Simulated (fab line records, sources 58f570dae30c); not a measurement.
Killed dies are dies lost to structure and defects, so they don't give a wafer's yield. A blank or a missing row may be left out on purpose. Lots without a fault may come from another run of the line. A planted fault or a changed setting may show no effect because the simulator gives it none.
Which tool did it? | flow berkeley_cmos170 | 14 lots, 42 wafers sampled, at 5 steps of a route of 331

WHAT THE GAUGES READ, wafer by wafer
UCB170_PSD_OVL_MEAS_07.
lot  | measured     | on         | PSD_OVL (nm)
L228 | day 8 02:53  | overlay-01 | -6 -2 2
L229 | day 8 03:10  | overlay-02 | 4 7 -1
L231 | day 8 16:35  | overlay-02 | -3 7 1
L232 | day 8 16:49  | overlay-01 | -3 -7 -3
L230 | day 8 16:57  | overlay-01 | -6 -3 -1
L233 | day 9 05:11  | overlay-01 | 0 2 2
L234 | day 9 05:24  | overlay-02 | -9 -4 -3
L236 | day 9 05:28  | overlay-01 | -3 6 1
L237 | day 9 05:44  | overlay-02 | -6 -2 1
L235 | day 9 05:50  | overlay-01 | -3 -5 -7
L240 | day 10 09:39 | overlay-02 | -3 -8 -2
L244 | day 11 13:35 | overlay-02 | 0 2 -4
L247 | day 12 04:52 | overlay-01 | 7 2 8
L250 | day 13 00:35 | overlay-02 | -2 -6 -3

UCB170_M1_OVL_MEAS_10.
lot  | measured     | on         | M1_OVL (nm)
L228 | day 8 13:14  | overlay-01 | -9 8 1
L229 | day 8 14:15  | overlay-02 | -2 -1 -2
L231 | day 9 03:29  | overlay-01 | 8 -2 -1
L232 | day 9 06:05  | overlay-02 | 8 6 5
L230 | day 9 06:22  | overlay-01 | -1 11 8
L233 | day 9 17:31  | overlay-02 | -1 1 2
L234 | day 9 17:49  | overlay-01 | -5 -4 2
L236 | day 9 18:20  | overlay-01 | 8 6 7
L237 | day 9 18:35  | overlay-02 | -2 -2 -4
L235 | day 9 19:58  | overlay-01 | 2 -4 -5
L240 | day 10 23:08 | overlay-01 | 0 -5 -7
L244 | day 12 03:25 | overlay-02 | -3 -4 -6
L247 | day 12 16:21 | overlay-01 | 10 1 4
L250 | day 13 11:58 | overlay-02 | 10 6 1

UCB170_V2_THK_MEAS_01.
lot  | measured     | on            | V2_TEOS_THK (nm)
L228 | day 8 20:56  | film_metro-03 | 1966 1976 2003
L229 | day 8 23:14  | film_metro-02 | 1942 1945 1992
L231 | day 9 10:32  | film_metro-04 | 2007 1981 2017
L232 | day 9 13:05  | film_metro-04 | 1952 1988 2005
L230 | day 9 19:11  | film_metro-02 | 1984 1969 2010
L233 | day 10 02:37 | film_metro-02 | 1987 2015 2040
L234 | day 10 02:25 | film_metro-03 | 1957 1995 1993
L236 | day 10 01:51 | film_metro-04 | 1995 1978 2042
L237 | day 10 02:59 | film_metro-04 | 1976 2027 2010
L235 | day 10 03:31 | film_metro-02 | 1983 1973 1993
L240 | day 11 08:29 | film_metro-04 | 1989 1970 1987
L244 | day 12 10:31 | film_metro-02 | 1967 2019 2011
L247 | day 12 23:55 | film_metro-02 | 1973 1713 2025
L250 | day 13 20:28 | film_metro-03 | 1780 2018 2045

UCB170_V2_OVL_MEAS_13.
lot  | measured     | on         | V2_OVL (nm)
L228 | day 8 22:53  | overlay-02 | -10 -1 3
L229 | day 9 01:12  | overlay-02 | 1 -9 3
L231 | day 9 12:14  | overlay-02 | 1 0 -1
L232 | day 9 16:14  | overlay-01 | 14 9 3
L230 | day 9 21:50  | overlay-02 | 4 -2 8
L233 | day 10 04:26 | overlay-01 | 5 8 3
L234 | day 10 04:12 | overlay-02 | 1 1 -1
L236 | day 10 03:31 | overlay-01 | -1 10 -3
L237 | day 10 08:13 | overlay-01 | -7 8 3
L235 | day 10 08:29 | overlay-01 | -4 1 -2
L240 | day 11 10:21 | overlay-01 | 4 11 7
L244 | day 12 12:26 | overlay-01 | -9 1 0
L247 | day 13 02:30 | overlay-01 | 5 6 1
L250 | day 13 23:24 | overlay-02 | -1 6 -6

WHICH TOOL RAN EACH LOT (tool, then ch and the chambers of the sampled wafers, then the start)
lot  | UCB170_V2_CVD_00
L228 | pecvd-04 ch 0,1, day 8 20:46
L229 | pecvd-03 ch 0,1,2, day 8 23:04
L231 | pecvd-01 ch 0,1,2, day 9 10:23
L232 | pecvd-04 ch 0,1,2, day 9 12:56
L230 | pecvd-03 ch 1,2, day 9 19:01
L233 | pecvd-01 ch 0,2, day 10 02:28
L234 | pecvd-03 ch 0,1,2, day 10 02:14
L236 | pecvd-04 ch 1,2, day 10 01:41
L237 | pecvd-04 ch 0,1, day 10 02:49
L235 | pecvd-03 ch 1,2, day 10 03:21
L240 | pecvd-01 ch 1,2, day 11 08:19
L244 | pecvd-01 ch 0,2, day 12 10:20
L247 | pecvd-01 ch 1,2, day 12 23:45
L250 | pecvd-01 ch 0,1,2, day 13 20:22
- UCB170_V2_CVD_00: deposits SiO2 from TEOS/O2, target thk 2000 nm, time 250 s.

WHAT THE TOOLS THEMSELVES READ (means of the sampled wafers that have a number; where no wafer has one, the mark that the record gives instead)
UCB170_V2_CVD_00.
lot  | tool     | heater_power_w (W) | rf_fwd_power_W (W) | run_length_s (s)
L228 | pecvd-04 | 299                | 548.2              | 278.0
L229 | pecvd-03 | 244                | 549.0              | 277.9
L231 | pecvd-01 | 278                | 547.5              | 278.0
L232 | pecvd-04 | 261                | 547.7              | 277.8
L230 | pecvd-03 | 186                | 550.3              | 277.5
L233 | pecvd-01 | 205                | 547.8              | 277.5
L234 | pecvd-03 | 190                | 548.3              | 277.8
L236 | pecvd-04 | 197                | 546.3              | 277.7
L237 | pecvd-04 | 294                | 549.1              | 278.0
L235 | pecvd-03 | 200                | 548.5              | 277.6
L240 | pecvd-01 | 224                | 549.1              | 277.9
L244 | pecvd-01 | 217                | 549.0              | 277.5
L247 | pecvd-01 | 250                | 549.2              | 267.0
L250 | pecvd-01 | 272                | 547.2              | 266.5

THE ANSWER, worked out from the rows above alone
Rule: what is usual is taken from the lots themselves. Put in order of their means at a reading, lots are off if they are a third of the lots or fewer, leave a main group of 4 or more, and stand apart from it by a gap of 3 or more times the standard deviation of the main group's means; of several such gaps the widest counts. A main group whose means are all the same, to the digits that the tables above print for the reading, isn't used. A lot without any number at a reading at which 4 lots or more have one is off too. The other lots that the step has rows for count as sound. The gauges are gone through in route order, then the tools' own readings, and for those a lot's mean is taken as printed above. The first step at which some lot is off is used, and at that step the reading that is off furthest; a lot without a number counts as furthest.
Off: L247, L250, at UCB170_V2_CVD_00 (run_length_s). The main group: mean 277.8 s, standard deviation 0.19.
A tool fits if, at that step or a process step before it, it ran every lot that is off, and no sound lot after the first of them. One fits: pecvd-01 at UCB170_V2_CVD_00. Its last sound lot is L244 (day 12 10:20), its first lot that is off L247 (day 12 23:45): a fault that began between those two fits.
The tool's own readings at UCB170_V2_CVD_00 bear it out: on the lots that are off they differ by more than 5 times the standard deviation of the sound lots' means. run_length_s reads 266.8 s there against 277.8 s on the sound lots.

WHAT THE SIMULATOR HAD PUT IN
Process parameter drift: pecvd-01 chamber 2, from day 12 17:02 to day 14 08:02, at UCB170_V2_CVD_00. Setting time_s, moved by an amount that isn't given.
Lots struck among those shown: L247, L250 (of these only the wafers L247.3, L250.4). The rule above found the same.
